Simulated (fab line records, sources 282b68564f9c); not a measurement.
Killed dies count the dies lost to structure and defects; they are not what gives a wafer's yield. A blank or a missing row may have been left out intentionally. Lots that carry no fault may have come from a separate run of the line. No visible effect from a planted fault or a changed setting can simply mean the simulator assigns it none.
fab line records | flow ritCmos
record lots=6 wafers=18 lastDay=6
route steps=202 shown NLDD@113 PLDD@114 SPACER@125 NSD@131 PSD@142 SDANNEAL@153 M1@202
lots that met no fault: taken from a fault-free run of the same line
startH: start of the lot's first displayed wafer, in hours after the record's first day | waitH: hours from the lot's prior step to this one | " identical to the entry in the row above | L1.1+2: several wafers, shown together as one row | - value missing, or start not given | * or withheld: withheld | < > ~ a bound
route shown NAME@n: a module of which the file shows steps, and the number in the route of the first | usual: average and standard deviation across the fault-free wafers | same: alike in all rows | chamber/n: place in a boat | sites: readings site by site | _std_site: how widely they spread, as a standard deviation | _edge_site: the outer-site mean with the inner-site mean subtracted | radiusMm: how far each site lies from the wafer's centre | mask NAME#n: copy n | behind: tool/chamber where the wafer was last shaped | hold: what put the lot on hold/how long, in hours/how the hold closed | device: the n, p or np transistor that did not switch | end of line: the tests these same wafers got at the end of their route | step lacking rows: just its recipe | killed: the dies lost at the first sort to structure and to defects; this is not the yield of the wafer | map: the dies of a wafer, with x for killed, . for not killed, _ for no die there
set.NAME: the setting as run; set.NAME@STEP: as run at that earlier step | model.NAME: the simulator's own value behind a step, which no gauge read
lots seen at some steps along the route; tables by step, rows by wafer
services: a tool's chamber out of use, with start hour (startH, from the record's first day; less than 0 if before it), hours out, and reason
## steps
# step RIT_NLDD_TW_MEAS_10
# usual NLDD_TW=2492/11
# columns lot.wafer tool chamber startH waitH NLDD_TW
L173.1 filmMetro-01 - 51.09 0.1 2490
L173.4 " - " " 2485
L173.6 " - " " 2482
L181.2 filmMetro-01 - 92.20 0.1 2504
L181.3 " - " " 2494
L181.6 " - " " 2498
L182.4 filmMetro-02 - 98.42 0.1 2499
L182.5 " - " " 2497
L182.6 " - " " 2507
L185.1 filmMetro-01 - 112.87 0.1 2480
L185.4 " - " " 2477
L185.6 " - " " 2483
L186.1 filmMetro-01 - 119.20 0.1 2489
L186.5 " - " " 2462
L186.6 " - " " 2480
L189.1 filmMetro-03 - 135.87 0.1 2487
L189.2 " - " " 2506
L189.6 " - " " 2500
# step RIT_PLDD_HMDS_00
# recipe primeTimeS=60 primeTempC=140
# step RIT_PLDD_COAT_01
# recipe resist=NOVOLAK spinRpm=3250 resistThkNm=1000
# step RIT_PLDD_SOFTBAKE_02
# recipe resist=NOVOLAK tempC=90 timeS=60
# step RIT_PLDD_EXPOSE_03
# recipe maskId=M8 na=0.57 targetCdNm=40900 doseMj=250
# step RIT_PLDD_PEB_04
# recipe resist=NOVOLAK tempC=withheld timeS=withheld
# step RIT_PLDD_DEVELOP_05
# recipe resist=NOVOLAK developTimeS=48.6 devTempC=23
# step RIT_PLDD_OVL_MEAS_06
# usual PLDD_OVL=0.9/1.3
# columns lot.wafer tool chamber startH waitH PLDD_OVL[nm]
L173.1 overlay-01 - 52.13 - -0.4
L173.4 " - " " 0.2
L173.6 " - " " -0.8
L181.2 overlay-02 - 93.11 - 0.6
L181.3 " - " " 1.7
L181.6 " - " " 1.9
L182.4 overlay-02 - 99.32 - 0.3
L182.5 " - " " 1.0
L182.6 " - " " 1.1
L185.1 overlay-02 - 113.78 - 2.7
L185.4 " - " " 2.0
L185.6 " - " " 1.3
L186.1 overlay-02 - 120.43 - 0.5
L186.5 " - " " 1.6
L186.6 " - " " 1.3
L189.1 overlay-01 - 136.79 - 0.3
L189.2 " - " " 0.4
L189.6 " - " " 0.4
# step RIT_PLDD_HARDBAKE_07
# recipe resist=NOVOLAK tempC=140 timeS=60
# step RIT_PLDD_IMPLANT_08
# recipe species=BF2 energyKev=20 doseCm2=9e+14 tiltDeg=7
# step RIT_PLDD_STRIP_09
# recipe chemistry=O2 timeS=180 resist=NOVOLAK platenTempC=withheld powerW=500 pressureMtorr=4000 o2FlowSccm=4000
# usual drypumpMotorCurrentA=5.6/0.55
# columns lot.wafer tool chamber startH waitH drypumpMotorCurrentA rfHoursCounterH
L173.1 plasmaAsher-02 0 52.46 0.1 6.2 42
L173.4 " 1 " " 5.5 -
L173.6 " 1 " " 5.5 -
L181.2 plasmaAsher-02 1 93.44 0.1 5.5 46
L181.3 " 0 " " 6.2 -
L181.6 " 1 " " 5.5 -
L182.4 plasmaAsher-03 0 99.69 0.1 6.3 -
L182.5 " 1 " " 5.8 -
L182.6 " 0 " " 6.3 -
L185.1 plasmaAsher-02 0 114.12 0.1 6.2 49
L185.4 " 1 " " 5.5 -
L185.6 " 0 " " 6.2 -
L186.1 plasmaAsher-03 0 120.76 0.1 6.3 32
L186.5 " 0 " " 6.3 -
L186.6 " 1 " " 5.8 -
L189.1 plasmaAsher-03 1 137.38 0.1 5.8 33
L189.2 " 0 " " 6.3 33
L189.6 " 1 " " 5.8 -
# step RIT_PLDD_TW_MEAS_10
# usual PLDD_TW=2350/12
# columns lot.wafer tool chamber startH waitH PLDD_TW
L173.1 filmMetro-02 - 52.64 0.1 2357
L173.4 " - " " 2345
L173.6 " - " " 2348
L181.2 filmMetro-01 - 93.62 0.1 2350
L181.3 " - " " 2333
L181.6 " - " " 2354
L182.4 filmMetro-02 - 99.84 0.1 2368
L182.5 " - " " 2362
L182.6 " - " " 2359
L185.1 filmMetro-03 - 114.29 0.1 2355
L185.4 " - " " 2358
L185.6 " - " " 2346
L186.1 filmMetro-03 - 120.94 0.1 2355
L186.5 " - " " 2370
L186.6 " - " " 2353
L189.1 filmMetro-03 - 137.55 0.1 2366
L189.2 " - " " 2370
L189.6 " - " " 2355
# step RIT_SPACER_CLEAN_00
# recipe chemistry=SC1 mix=3:3:50 timeS=600 tempC=75
# columns lot.wafer tool chamber startH waitH
L173.1+4+6 wetBench-02 0 52.70 0.1
L181.2+3+6 wetBench-04 3 93.67 0.0
L182.4+5+6 wetBench-04 3 99.87 0.0
L185.1+4+6 wetBench-04 1 114.35 0.1
L186.1+5+6 wetBench-02 0 121.00 0.1
L189.1+2+6 wetBench-02 2 137.61 0.1
# step RIT_SPACER_CLEAN_01
# recipe chemistry=dHF dilution=50:1 timeS=30
# step RIT_SPACER_CLEAN_02
# recipe chemistry=SC2 mix=3:3:50 timeS=600 tempC=75 dry=n2Spin
# step RIT_SPACER_CVD_03
# recipe material=Si3N4 targetThkNm=250 tempC=810 precursor=SiH2Cl2/NH3 timeS=3300 pressureMtorr=300 sih2cl2FlowSccm=60 nh3FlowSccm=150
# step RIT_SPACER_THK_MEAS_04
# recipe reads=Si3N4_of_SPACER_CVD_03
# usual SPACER_NITRIDE_THK=250.5/3
# columns lot.wafer tool chamber startH waitH SPACER_NITRIDE_THK[nm]
L173.1 filmMetro-01 - 56.14 0.0 254.2
L173.4 " - " " 254.5
L173.6 " - " " 252.6
L181.2 filmMetro-01 - 95.97 0.0 244.6
L181.3 " - " " 244.3
L181.6 " - " " 244.2
L182.4 filmMetro-01 - 102.21 0.0 254.5
L182.5 " - " " 255.0
L182.6 " - " " 255.3
L185.1 filmMetro-02 - 116.64 0.0 247.2
L185.4 " - " " 249.4
L185.6 " - " " 247.7
L186.1 filmMetro-01 - 124.27 0.0 256.2
L186.5 " - " " 255.9
L186.6 " - " " 253.8
L189.1 filmMetro-04 - 139.93 0.0 250.3
L189.2 " - " " 251.8
L189.6 " - " " 252.7
# step RIT_SPACER_ETCHBACK_05
# recipe targetDepthA=2500 SF6_flow_sccm=30 CHF3_flow_sccm=30 target=Si3N4 chemistry=SF6/CHF3 pressureMtorr=40 rfW=252.5 timeS=240 stopOn=SiO2
# usual drypumpMotorCurrentA=5.7/0.38 oesProductAu=0.850/0.012 throttleValvePct=10.31/0.16
# columns lot.wafer tool chamber startH waitH drypumpMotorCurrentA oesProductAu rfHoursCounterH throttleValvePct
L173.1 rieDiel-03 3 56.20 0.1 5.8 0.859 29 10.30
L173.4 " 1 " " 5.5 0.859 58 10.42
L173.6 " 3 " " 5.8 0.858 - 10.30
L181.2 rieDiel-02 3 96.02 0.0 5.7 0.826 10 10.40
L181.3 " 2 " " 5.0 0.831 27 10.21
L181.6 " 1 " " 5.7 0.835 - 10.07
L182.4 rieDiel-02 1 102.24 0.0 5.7 0.847 21 10.06
L182.5 " 1 " " 5.7 0.858 - 10.09
L182.6 " 2 " " 5.0 0.859 - 10.24
L185.1 rieDiel-01 2 116.70 0.1 5.6 0.859 5 10.45
L185.4 " 0 " " 6.3 0.857 150 10.47
L185.6 " 0 " " 6.3 0.850 - 10.46
L186.1 rieDiel-01 0 124.33 0.1 6.2 0.877 150 10.44
L186.5 " 3 " " 5.6 0.851 - 10.28
L186.6 " 2 " " 5.6 0.870 - 10.46
L189.1 rieDiel-01 2 139.99 0.1 5.6 0.866 6 10.44
L189.2 " 1 " " 5.7 0.847 88 10.60
L189.6 " 2 " " 5.6 0.873 - 10.46
# step RIT_NSD_HMDS_00
# recipe primeTimeS=60 primeTempC=140
# step RIT_NSD_COAT_01
# recipe resist=NOVOLAK spinRpm=3250 resistThkNm=1000
# step RIT_NSD_SOFTBAKE_02
# recipe resist=NOVOLAK tempC=90 timeS=60
# step RIT_NSD_EXPOSE_03
# recipe maskId=M9 na=0.57 targetCdNm=40700 doseMj=250
# step RIT_NSD_PEB_04
# recipe resist=NOVOLAK tempC=withheld timeS=withheld
# step RIT_NSD_DEVELOP_05
# recipe resist=NOVOLAK developTimeS=50 devTempC=23
# step RIT_NSD_OVL_MEAS_06
# usual NSD_OVL=-0.6/1.6
# columns lot.wafer tool chamber startH waitH NSD_OVL[nm]
L173.1 overlay-02 - 57.20 - -0.4
L173.4 " - " " 0.7
L173.6 " - " " 0.3
L181.2 overlay-02 - 97.15 - 0.5
L181.3 " - " " 1.5
L181.6 " - " " 2.3
L182.4 overlay-02 - 103.39 - 1.3
L182.5 " - " " 0.1
L182.6 " - " " -0.2
L185.1 overlay-02 - 117.82 - 1.1
L185.4 " - " " 0.7
L185.6 " - " " 1.7
L186.1 overlay-01 - 125.33 - 0.2
L186.5 " - " " 1.0
L186.6 " - " " -1.1
L189.1 overlay-02 - 141.11 - 0.5
L189.2 " - " " 1.4
L189.6 " - " " 0.5
# step RIT_NSD_HARDBAKE_07
# recipe resist=NOVOLAK tempC=140 timeS=60
# step RIT_NSD_IMPLANT_08
# recipe species=P energyKev=25 doseCm2=1e+15 tiltDeg=7
# step RIT_NSD_STRIP_09
# recipe chemistry=O2 timeS=180 resist=NOVOLAK platenTempC=withheld powerW=500 pressureMtorr=4000 o2FlowSccm=4000
# usual drypumpMotorCurrentA=5.6/0.44
# columns lot.wafer tool chamber startH waitH drypumpMotorCurrentA rfHoursCounterH
L173.1 plasmaAsher-04 0 57.54 0.1 5.4 40
L173.4 " 1 " " 5.9 -
L173.6 " 0 " " 5.4 -
L181.2 plasmaAsher-04 1 97.48 0.1 5.9 44
L181.3 " 1 " " 5.9 -
L181.6 " 1 " " 5.9 -
L182.4 plasmaAsher-04 1 103.76 0.1 5.9 -
L182.5 " 0 " " 5.4 -
L182.6 " 1 " " 5.9 -
L185.1 plasmaAsher-01 1 118.16 0.1 5.0 0
L185.4 " 0 " " 4.9 -
L185.6 " 1 " " 5.0 -
L186.1 plasmaAsher-02 0 125.67 0.1 6.3 50
L186.5 " 0 " " 6.2 -
L186.6 " 1 " " 5.5 -
L189.1 plasmaAsher-01 0 141.45 0.1 4.9 2
L189.2 " 1 " " 5.0 2
L189.6 " 0 " " 4.9 -
# step RIT_NSD_TW_MEAS_10
# usual NSD_TW=3124/15
# columns lot.wafer tool chamber startH waitH NSD_TW
L173.1 filmMetro-02 - 57.71 0.1 3115
L173.4 " - " " 3128
L173.6 " - " " 3111
L181.2 filmMetro-01 - 97.66 0.1 3128
L181.3 " - " " 3105
L181.6 " - " " 3116
L182.4 filmMetro-02 - 103.91 0.1 3108
L182.5 " - " " 3134
L182.6 " - " " 3131
L185.1 filmMetro-01 - 118.33 0.1 3121
L185.4 " - " " 3107
L185.6 " - " " 3095
L186.1 filmMetro-03 - 125.84 0.1 3136
L186.5 " - " " 3154
L186.6 " - " " 3150
L189.1 filmMetro-02 - 141.62 0.1 3110
L189.2 " - " " 3119
L189.6 " - " " 3119
# step RIT_PSD_HMDS_00
# recipe primeTimeS=60 primeTempC=140
# step RIT_PSD_COAT_01
# recipe resist=NOVOLAK spinRpm=3250 resistThkNm=1000
# step RIT_PSD_SOFTBAKE_02
# recipe resist=NOVOLAK tempC=90 timeS=60
# step RIT_PSD_EXPOSE_03
# recipe maskId=M10 na=0.57 targetCdNm=40900 doseMj=250
# step RIT_PSD_PEB_04
# recipe resist=NOVOLAK tempC=withheld timeS=withheld
# step RIT_PSD_DEVELOP_05
# recipe resist=NOVOLAK developTimeS=51.76 devTempC=23
# step RIT_PSD_OVL_MEAS_06
# usual PSD_OVL=-0.2/1.1
# columns lot.wafer tool chamber startH waitH PSD_OVL[nm]
L173.1 overlay-02 - 58.82 - -0.8
L173.4 " - " " -0.8
L173.6 " - " " -0.1
L181.2 overlay-01 - 98.57 - 0.5
L181.3 " - " " 1.5
L181.6 " - " " 1.1
L182.4 overlay-01 - 105.13 - 0.1
L182.5 " - " " 1.0
L182.6 " - " " 0.8
L185.1 overlay-02 - 119.37 - 1.1
L185.4 " - " " 1.2
L185.6 " - " " 0.0
L186.1 overlay-01 - 126.75 - -1.3
L186.5 " - " " -0.8
L186.6 " - " " -0.7
L189.1 overlay-01 - 142.55 - 0.9
L189.2 " - " " 0.2
L189.6 " - " " -0.6
# step RIT_PSD_HARDBAKE_07
# recipe resist=NOVOLAK tempC=140 timeS=60
# step RIT_PSD_IMPLANT_08
# recipe species=BF2 energyKev=27 doseCm2=5e+15 tiltDeg=7
# step RIT_PSD_STRIP_09
# recipe chemistry=O2 timeS=180 resist=NOVOLAK platenTempC=withheld powerW=500 pressureMtorr=4000 o2FlowSccm=4000
# usual drypumpMotorCurrentA=5.4/0.52
# columns lot.wafer tool chamber startH waitH drypumpMotorCurrentA rfHoursCounterH
L173.1 plasmaAsher-01 1 59.16 0.1 5.0 43
L173.4 " 1 " " 5.0 -
L173.6 " 1 " " 5.0 -
L181.2 plasmaAsher-01 0 98.90 0.1 4.9 47
L181.3 " 1 " " 5.0 -
L181.6 " 0 " " 4.9 -
L182.4 plasmaAsher-01 1 105.50 0.1 5.0 -
L182.5 " 0 " " 4.9 -
L182.6 " 1 " " 5.0 -
L185.1 plasmaAsher-04 0 120.01 0.1 5.4 46
L185.4 " 1 " " 5.9 -
L185.6 " 0 " " 5.4 -
L186.1 plasmaAsher-01 1 127.09 0.1 5.0 1
L186.5 " 1 " " 5.0 -
L186.6 " 0 " " 4.9 -
L189.1 plasmaAsher-03 1 142.89 0.1 5.8 34
L189.2 " 0 " " 6.3 34
L189.6 " 0 " " 6.3 -
# step RIT_PSD_TW_MEAS_10
# usual PSD_TW=3433/17
# columns lot.wafer tool chamber startH waitH PSD_TW
L173.1 filmMetro-03 - 59.33 0.1 3458
L173.4 " - " " 3428
L173.6 " - " " 3435
L181.2 filmMetro-03 - 99.08 0.1 3409
L181.3 " - " " 3428
L181.6 " - " " 3432
L182.4 filmMetro-01 - 105.65 0.1 3404
L182.5 " - " " 3417
L182.6 " - " " 3417
L185.1 filmMetro-02 - 120.19 0.1 3434
L185.4 " - " " 3426
L185.6 " - " " 3422
L186.1 filmMetro-03 - 127.26 0.1 3458
L186.5 " - " " 3463
L186.6 " - " " 3461
L189.1 filmMetro-02 - 143.06 0.1 3415
L189.2 " - " " 3420
L189.6 " - " " 3427
# step RIT_SDANNEAL_CLEAN_00
# recipe chemistry=SC1 mix=3:3:50 timeS=600 tempC=75
# step RIT_SDANNEAL_CLEAN_01
# recipe chemistry=dHF dilution=50:1 timeS=30
# step RIT_M1_PROBE_99
# usual killedAtFrontEnd=7/3.4 killedDies=7/3.4 killedOnRim=1.8/1.4 killedOpen=3.4/2 killedShort=3.6/2.1
# same grossDies=264 killed_at_M0_to_M3=0 killed_at_M4_up=0 killedAtBackSide=0 killedAtContacts=0 killedAtOther=0
# columns lot.wafer tool chamber startH waitH killedAtFrontEnd killedDies killedOnRim killedOpen killedShort
L173.1 prober-01 - 67.40 0.1 5 5 1 2 3
L173.4 prober-01 - 67.55 0.2 5 5 0 3 2
L173.6 prober-01 - 67.65 0.2 0 0 0 0 0
L181.2 prober-01 - 107.13 0.1 37 37 12 3 6
L181.6 prober-01 - 107.33 0.2 29 29 9 2 2
L182.4 prober-02 - 113.89 0.2 29 29 10 0 3
L182.5 prober-02 - 113.94 0.2 24 24 8 0 0
L182.6 prober-02 - 113.99 0.2 27 27 11 1 1
L185.1 prober-02 - 128.26 0.1 11 11 1 4 7
L185.4 prober-02 - 128.41 0.2 10 10 2 3 7
L185.6 prober-02 - 128.51 0.2 6 6 1 1 5
L186.1 prober-01 - 135.38 0.1 3 3 1 2 1
L186.5 prober-01 - 135.58 0.2 6 6 0 4 2
L186.6 prober-01 - 135.63 0.2 8 8 0 4 4
L189.1 prober-02 - 151.24 0.1 4 4 1 4 0
L189.2 prober-02 - 151.29 0.1 5 5 2 4 1
L189.6 prober-02 - 151.49 0.2 10 10 0 4 6
# killed by level:class
L173.1 GATE:geometricParticle:open=2 GATE:geometricParticle:short=1 SPACER:geometricParticle:short=1 SILICIDE:geometricParticle:short=1
L173.4 GATE:geometricParticle:short=2 GATE:geometricParticle:open=2 SILICIDE:geometricParticle:open=1
L181.2 SPACER:unspecified=28 GATE:geometricParticle:short=4 FOX2:geometricParticle:open=1 GATE:geometricParticle:open=1 SPACER:geometricParticle:short=1 SILICIDE:geometricParticle:short=1 SILICIDE:geometricParticle:open=1
L181.6 SPACER:unspecified=25 GATE:geometricParticle:open=1 GATE:geometricParticle:short=1 SILICIDE:geometricParticle:open=1 SILICIDE:geometricParticle:short=1
L182.4 SPACER:unspecified=26 FOX1:geometricParticle:short=1 FOX2:geometricParticle:short=1 GATE:geometricParticle:short=1
L182.5 SPACER:unspecified=24
L182.6 SPACER:unspecified=25 GATE:geometricParticle:open=1 SILICIDE:geometricParticle:short=1
L185.1 GATE:geometricParticle:short=5 GATE:geometricParticle:open=2 FOX1:geometricParticle:short=1 FOX2:geometricParticle:open=1 FOX2:geometricParticle:short=1 SPACER:geometricParticle:open=1
L185.4 GATE:geometricParticle:short=3 FOX1:geometricParticle:short=2 GATE:geometricParticle:open=1 REOX:geometricParticle:open=1 SPACER:geometricParticle:open=1 SPACER:geometricParticle:short=1 SILICIDE:geometricParticle:short=1
L185.6 GATE:geometricParticle:short=2 FOX1:geometricParticle:short=1 FOX2:geometricParticle:short=1 SPACER:geometricParticle:open=1 SILICIDE:geometricParticle:short=1
L186.1 GATE:geometricParticle:open=1 SPACER:geometricParticle:short=1 SILICIDE:geometricParticle:open=1
L186.5 FOX1:geometricParticle:open=2 SPACER:geometricParticle:short=2 SPACER:geometricParticle:open=1 SILICIDE:geometricParticle:open=1
L186.6 FOX1:geometricParticle:open=2 GATE:geometricParticle:short=2 FOX1:geometricParticle:short=1 GATE:geometricParticle:open=1 REOX:geometricParticle:short=1 REOX:geometricParticle:open=1
L189.1 GATE:geometricParticle:open=2 REOX:geometricParticle:open=1 SPACER:geometricParticle:open=1
L189.2 FOX2:geometricParticle:open=2 FOX1:geometricParticle:open=1 GATE:geometricParticle:short=1 SILICIDE:geometricParticle:open=1
L189.6 FOX1:geometricParticle:open=2 FOX1:geometricParticle:short=2 FOX2:geometricParticle:short=2 FOX2:geometricParticle:open=1 GATE:geometricParticle:short=1 SPACER:geometricParticle:open=1 SILICIDE:geometricParticle:short=1
# map L181.2 (x killed, . not)
________xxxxxxx_______
_____x..xxxxxxx...____
____..xxxxxxxx.....___
___.....xxxxx.......__
__..........x........_
__....x.............._
_................x....
_.....................
_.....................
_x....................
__.................x._
__..x...........x...._
___....x............__
____...............___
_____..x..........____
________......._______
# map L182.4 (x killed, . not)
________xxxxxxx_______
_____..xxxxxxxx...____
____...xxxxxxx.....___
___......xxxx.......__
__..................._
__........x.........._
_.....................
_.....................
_.....................
_.....................
__..................._
__.....x............._
___......x..........__
____...............___
_____.............____
________......._______
## services
# columns tool chamber startH hours kind
plasmaAsher-01 - 40.16 3.9 repair
plasmaAsher-04 - 46.52 3.4 repair
plasmaAsher-02 - 52.80 3.8 repair
rieDiel-02 - 55.07 14.6 pm
plasmaAsher-04 - 59.29 5.9 repair
plasmaAsher-04 - 68.83 0.6 repair
rieDiel-03 - 82.43 2.8 pm
wetBench-02 - 85.43 2.3 repair
plasmaAsher-03 - 101.48 7.2 repair
rieDiel-03 - 106.56 2.4 repair
rieDiel-02 0 107.41 2.8 repair
plasmaAsher-01 - 108.75 9.0 pm
plasmaAsher-01 0 108.75 9.0 ventCycle
plasmaAsher-01 1 108.75 9.0 ventCycle
rieDiel-02 2 109.11 2.0 repair
plasmaAsher-01 0 117.75 - clean
plasmaAsher-01 1 117.75 - clean
rieDiel-01 0 131.28 3.5 repair
## key
firstSign step=RIT_M1_PROBE_99 reading=killedAtFrontEnd direction=up sigmas=6.6 usual=7 struck=29
effect step=RIT_M1_PROBE_99 reading=killedDies direction=up sigmas=6.6 usual=7 struck=29
metAt RIT_SPACER_CLEAN_00
struckWafers L181.2,L181.3,L181.6,L182.4,L182.5,L182.6
rowsEnd L181.3
testerLeftOut L181,L182
alsoFits RIT_SPACER_ETCHBACK_05:rieDiel-02,RIT_NSD_STRIP_09:plasmaAsher-04
fault kind=chamberParticleSource tool=wetBench-04 chamber=3 onsetH=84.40 steps=RIT_SPACER_CLEAN_00 ratePerVisitCm2=1.6888 endH=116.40
# testerLeftOut: of these lots the tester's yield and bins aren't shown, on N5 and GAA mostly nor the transistor test; their killed dies are dies lost to structure and defects alone, not to doping, threshold or leakage, so they don't give the yield
# rowsEnd: these wafers met a further fault down the route, and their rows from its step on are left out
